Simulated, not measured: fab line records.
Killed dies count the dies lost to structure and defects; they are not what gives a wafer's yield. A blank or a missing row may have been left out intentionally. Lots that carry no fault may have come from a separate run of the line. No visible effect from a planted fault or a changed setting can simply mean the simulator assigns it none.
fab line records + flow rit_cmos
record
- lots=14
- wafers=42
- last_day=7
route steps=202 shown PWELL@48 NRETRO@63 PRETRO@74
lots with no fault: from the same line, run without faults
start_h: hours from the record's first day to the start of the lot's first wafer shown + wait_h: time in hours since the lot's previous step + " same as the row above + L1.1+2: one row covering several wafers at once + - value missing, or start not given + * or withheld: withheld + < > ~ a bound
route shown NAME@n: a module of which the file shows steps, and the number in the route of the first + usual: average and standard deviation across the fault-free wafers + same: alike in all rows + chamber/n: place in a boat + sites: the reading at each site + _std_site: their standard deviation + _edge_site: the outer-site mean with the inner-site mean subtracted + radius_mm: for every site, how far away it sits from the centre of the wafer + mask NAME#n: copy n + behind: the most recent tool/chamber to have shaped the wafer + hold: reason for holding the lot/hours on hold/outcome of the hold + device: which transistor (n, p or np) failed to switch + end of line: tests of these same wafers at the route's end + a step without rows: its recipe alone + killed: at the first sort, the dies lost to defects and structure; wafer yield is something else + map: the dies of a wafer, with x for killed, . for not killed, _ for no die there
set.NAME: the setting that was run; set.NAME@STEP: the one run at that earlier step + model.NAME: the simulator's own value behind a step, which no gauge read
steps of the route over a sample of lots; a table a step, a row a wafer
## steps
# step RIT_PWELL_STRIP_09
# recipe
- chemistry=O2
- time_s=180
- resist=NOVOLAK
- platen_temp_c=withheld
- power_w=500
- pressure_mtorr=4000
- o2_flow_sccm=4000
# usual
- chamber_pressure_mTorr=4000/3.7
- drypump_motor_current_A=5.8/0.47
- o2_flow_sccm=4001/13
| lot.wafer | tool            | chamber | start_h | wait_h | chamber_pressure_mTorr | drypump_motor_current_A | o2_flow_sccm | rf_hours_counter_h |
|-----------|-----------------|---------|---------|--------|------------------------|-------------------------|--------------|--------------------|
| L995.1    | plasma_asher-04 | 0       | 27.56   | 0.1    | 3994                   | 6.5                     | 4033         | 38                 |
| L995.4    | "               | 1       | "       | "      | 4003                   | 6.1                     | 3980         | -                  |
| L995.5    | "               | 0       | "       | "      | 4005                   | 6.5                     | 4028         | -                  |
| L996.1    | plasma_asher-02 | 1       | 30.89   | 0.1    | 4000                   | 5.5                     | 4012         | 37                 |
| L996.2    | "               | 0       | "       | "      | 4001                   | 5.5                     | 3988         | 37                 |
| L996.5    | "               | 1       | "       | "      | 4002                   | 5.5                     | 4002         | -                  |
| L997.2    | plasma_asher-01 | 1       | 33.69   | 0.1    | 3998                   | 5.1                     | 4021         | 23                 |
| L997.3    | "               | 0       | "       | "      | 4003                   | 5.7                     | 4024         | -                  |
| L997.6    | "               | 1       | "       | "      | 3998                   | 5.1                     | 4032         | -                  |
| L998.1    | plasma_asher-04 | 0       | 40.37   | 0.1    | 3999                   | 6.5                     | 3993         | 40                 |
| L998.5    | "               | 1       | "       | "      | 4001                   | 6.1                     | 4009         | -                  |
| L998.6    | "               | 0       | "       | "      | 3999                   | 6.5                     | 4008         | -                  |
| L100.2    | plasma_asher-04 | 1       | 49.02   | 0.1    | 4000                   | 6.1                     | 4014         | 41                 |
| L100.3    | "               | 0       | "       | "      | 3998                   | 6.5                     | 3993         | -                  |
| L100.5    | "               | 0       | "       | "      | 3996                   | 6.5                     | 4003         | -                  |
| L101.2    | plasma_asher-01 | 1       | 53.97   | 0.1    | 3999                   | 5.1                     | 3996         | 26                 |
| L101.3    | "               | 0       | "       | "      | 4000                   | 5.6                     | 3998         | -                  |
| L101.6    | "               | 0       | "       | "      | 4002                   | 5.6                     | 4011         | -                  |
| L102.3    | plasma_asher-02 | 0       | 59.18   | 0.1    | 4001                   | 5.4                     | 4011         | -                  |
| L102.5    | "               | 1       | "       | "      | 4006                   | 5.5                     | 3992         | -                  |
| L102.6    | "               | 0       | "       | "      | 4000                   | 5.5                     | 3985         | -                  |
| L104.1    | plasma_asher-04 | 0       | 70.60   | 0.1    | -                      | -                       | -            | -                  |
| L104.3    | "               | 0       | "       | "      | -                      | -                       | -            | -                  |
| L104.5    | "               | 0       | "       | "      | -                      | -                       | -            | -                  |
| L105.4    | plasma_asher-02 | 1       | 74.08   | 0.1    | -                      | -                       | -            | -                  |
| L105.5    | "               | 0       | "       | "      | -                      | -                       | -            | -                  |
| L105.6    | "               | 1       | "       | "      | -                      | -                       | -            | -                  |
| L110.3    | plasma_asher-02 | 0       | 99.65   | 0.1    | 3998                   | 5.5                     | 3989         | -                  |
| L110.4    | "               | 1       | "       | "      | 3999                   | 5.4                     | 4011         | -                  |
| L110.5    | "               | 0       | "       | "      | 3998                   | 5.5                     | 3991         | -                  |
| L112.2    | plasma_asher-04 | 0       | 112.93  | 0.1    | 4006                   | 6.5                     | 3997         | 47                 |
| L112.5    | "               | 1       | "       | "      | 3993                   | 6.1                     | 4027         | -                  |
| L112.6    | "               | 0       | "       | "      | 4000                   | 6.5                     | 4006         | -                  |
| L113.1    | plasma_asher-04 | 0       | 114.97  | 0.1    | 4001                   | 6.5                     | 3994         | 47                 |
| L113.3    | "               | 1       | "       | "      | 4002                   | 6.1                     | 3991         | -                  |
| L113.4    | "               | 0       | "       | "      | 3995                   | 6.5                     | 3996         | -                  |
| L114.2    | plasma_asher-02 | 1       | 119.54  | 0.1    | 4003                   | 5.5                     | 3995         | 47                 |
| L114.3    | "               | 0       | "       | "      | 4001                   | 5.5                     | 4012         | -                  |
| L114.4    | "               | 1       | "       | "      | 3998                   | 5.5                     | 3991         | -                  |
| L115.1    | plasma_asher-04 | 0       | 127.99  | 0.1    | 3999                   | 6.5                     | 3999         | 48                 |
| L115.3    | "               | 1       | "       | "      | 4008                   | 6.1                     | 4000         | -                  |
| L115.5    | "               | 1       | "       | "      | 3997                   | 6.1                     | 3999         | -                  |
# step RIT_NRETRO_TW_MEAS_10
# usual
- NRETRO_TW=1047/4.3
| lot.wafer | tool          | chamber | start_h | wait_h | NRETRO_TW |
|-----------|---------------|---------|---------|--------|-----------|
| L995.1    | film_metro-02 | -       | 35.08   | 0.1    | 1046      |
| L995.4    | "             | -       | "       | "      | 1046      |
| L995.5    | "             | -       | "       | "      | 1046      |
| L996.1    | film_metro-03 | -       | 38.99   | 0.1    | 1042      |
| L996.2    | "             | -       | "       | "      | 1048      |
| L996.5    | "             | -       | "       | "      | 1046      |
| L997.2    | film_metro-04 | -       | 41.13   | 0.1    | 1048      |
| L997.3    | "             | -       | "       | "      | 1043      |
| L997.6    | "             | -       | "       | "      | 1049      |
| L998.1    | film_metro-02 | -       | 47.42   | 0.1    | 1043      |
| L998.5    | "             | -       | "       | "      | 1042      |
| L998.6    | "             | -       | "       | "      | 1045      |
| L100.2    | film_metro-03 | -       | 57.12   | 0.1    | 1043      |
| L100.3    | "             | -       | "       | "      | 1042      |
| L100.5    | "             | -       | "       | "      | 1043      |
| L101.2    | film_metro-02 | -       | 62.17   | 0.1    | 1050      |
| L101.3    | "             | -       | "       | "      | 1057      |
| L101.6    | "             | -       | "       | "      | 1052      |
| L102.3    | film_metro-03 | -       | 67.11   | 0.1    | 1041      |
| L102.5    | "             | -       | "       | "      | 1044      |
| L102.6    | "             | -       | "       | "      | 1041      |
| L104.1    | film_metro-02 | -       | 78.88   | 0.1    | 30        |
| L104.3    | "             | -       | "       | "      | 30        |
| L104.5    | "             | -       | "       | "      | 30        |
| L105.4    | film_metro-04 | -       | 83.84   | 0.1    | 30        |
| L105.5    | "             | -       | "       | "      | 30        |
| L105.6    | "             | -       | "       | "      | 30        |
| L110.3    | film_metro-03 | -       | 108.17  | 0.1    | 1041      |
| L110.4    | "             | -       | "       | "      | 1048      |
| L110.5    | "             | -       | "       | "      | 1050      |
| L112.2    | film_metro-03 | -       | 119.99  | 0.1    | 1048      |
| L112.5    | "             | -       | "       | "      | 1044      |
| L112.6    | "             | -       | "       | "      | 1050      |
| L113.1    | film_metro-04 | -       | 124.53  | 0.1    | 1046      |
| L113.3    | "             | -       | "       | "      | 1048      |
| L113.4    | "             | -       | "       | "      | 1049      |
| L114.2    | film_metro-02 | -       | 127.36  | 0.1    | 1054      |
| L114.3    | "             | -       | "       | "      | 1050      |
| L114.4    | "             | -       | "       | "      | 1052      |
| L115.1    | film_metro-04 | -       | 135.62  | 0.1    | 1043      |
| L115.3    | "             | -       | "       | "      | 1047      |
| L115.5    | "             | -       | "       | "      | 1049      |
# step RIT_PRETRO_TW_MEAS_10
# usual
- PRETRO_TW=472.9/2.2
| lot.wafer | tool          | chamber | start_h | wait_h | PRETRO_TW |
|-----------|---------------|---------|---------|--------|-----------|
| L995.1    | film_metro-02 | -       | 36.81   | 0.1    | 472.3     |
| L995.4    | "             | -       | "       | "      | 471.2     |
| L995.5    | "             | -       | "       | "      | 471.7     |
| L996.1    | film_metro-02 | -       | 40.74   | 0.1    | 472.8     |
| L996.2    | "             | -       | "       | "      | 471.9     |
| L996.5    | "             | -       | "       | "      | 473.2     |
| L997.2    | film_metro-02 | -       | 42.88   | 0.1    | 475.9     |
| L997.3    | "             | -       | "       | "      | 472.3     |
| L997.6    | "             | -       | "       | "      | 471.5     |
| L998.1    | film_metro-01 | -       | 49.16   | 0.1    | 473.2     |
| L998.5    | "             | -       | "       | "      | 471.4     |
| L998.6    | "             | -       | "       | "      | 473.5     |
| L100.2    | film_metro-01 | -       | 58.80   | 0.1    | 471.3     |
| L100.3    | "             | -       | "       | "      | 473.1     |
| L100.5    | "             | -       | "       | "      | 474.0     |
| L101.2    | film_metro-02 | -       | 63.72   | 0.1    | 475.8     |
| L101.3    | "             | -       | "       | "      | 473.6     |
| L101.6    | "             | -       | "       | "      | 476.1     |
| L102.3    | film_metro-03 | -       | 68.66   | 0.1    | 472.9     |
| L102.5    | "             | -       | "       | "      | 471.4     |
| L102.6    | "             | -       | "       | "      | 471.0     |
| L104.1    | film_metro-01 | -       | 80.56   | 0.1    | 29.7      |
| L104.3    | "             | -       | "       | "      | 29.7      |
| L104.5    | "             | -       | "       | "      | 29.7      |
| L105.4    | film_metro-01 | -       | 85.52   | 0.1    | 29.6      |
| L105.5    | "             | -       | "       | "      | 29.6      |
| L105.6    | "             | -       | "       | "      | 29.7      |
| L110.3    | film_metro-02 | -       | 109.73  | 0.1    | 472.4     |
| L110.4    | "             | -       | "       | "      | 474.1     |
| L110.5    | "             | -       | "       | "      | 474.3     |
| L112.2    | film_metro-01 | -       | 121.75  | 0.1    | 472.6     |
| L112.5    | "             | -       | "       | "      | 471.6     |
| L112.6    | "             | -       | "       | "      | 471.1     |
| L113.1    | film_metro-01 | -       | 126.21  | 0.1    | 471.6     |
| L113.3    | "             | -       | "       | "      | 471.2     |
| L113.4    | "             | -       | "       | "      | 469.9     |
| L114.2    | film_metro-02 | -       | 129.07  | 0.1    | 476.2     |
| L114.3    | "             | -       | "       | "      | 473.8     |
| L114.4    | "             | -       | "       | "      | 475.2     |
| L115.1    | film_metro-03 | -       | 137.17  | 0.1    | 469.5     |
| L115.3    | "             | -       | "       | "      | 470.7     |
| L115.5    | "             | -       | "       | "      | 470.4     |
## key
first_sign
- step=RIT_PWELL_STRIP_09
- reading=tool_record
- direction=missing
effect
- step=RIT_NRETRO_TW_MEAS_10
- reading=NRETRO_TW
- direction=down
- sigmas=99+
- usual=1047
- struck=30
effect
- step=RIT_PRETRO_TW_MEAS_10
- reading=PRETRO_TW
- direction=down
- sigmas=99+
- usual=472.9
- struck=29.7
met_at RIT_PWELL_STRIP_09
struck_lots L104,L105
sort_left_out L104.1,L104.3,L104.5,L105.4,L105.5,L105.6
tester_left_out L104,L105
onset_between 59.18 70.60
fault
- kind=skipped_step_whole
- tool=plasma_asher-02,plasma_asher-04
- chamber=-
- onset_h=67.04
- steps=RIT_PWELL_STRIP_09
- scope=struck_lots_only
# tester_left_out: of these lots the tester's yield and bins aren't shown, on N5 and GAA mostly nor the transistor test; their killed dies are dies lost to structure and defects alone, not to doping, threshold or leakage, so they don't give the yield
# sort_left_out: the simulated sort isn't trusted on such a fault, so these wafers' sort isn't shown, and their yield isn't known
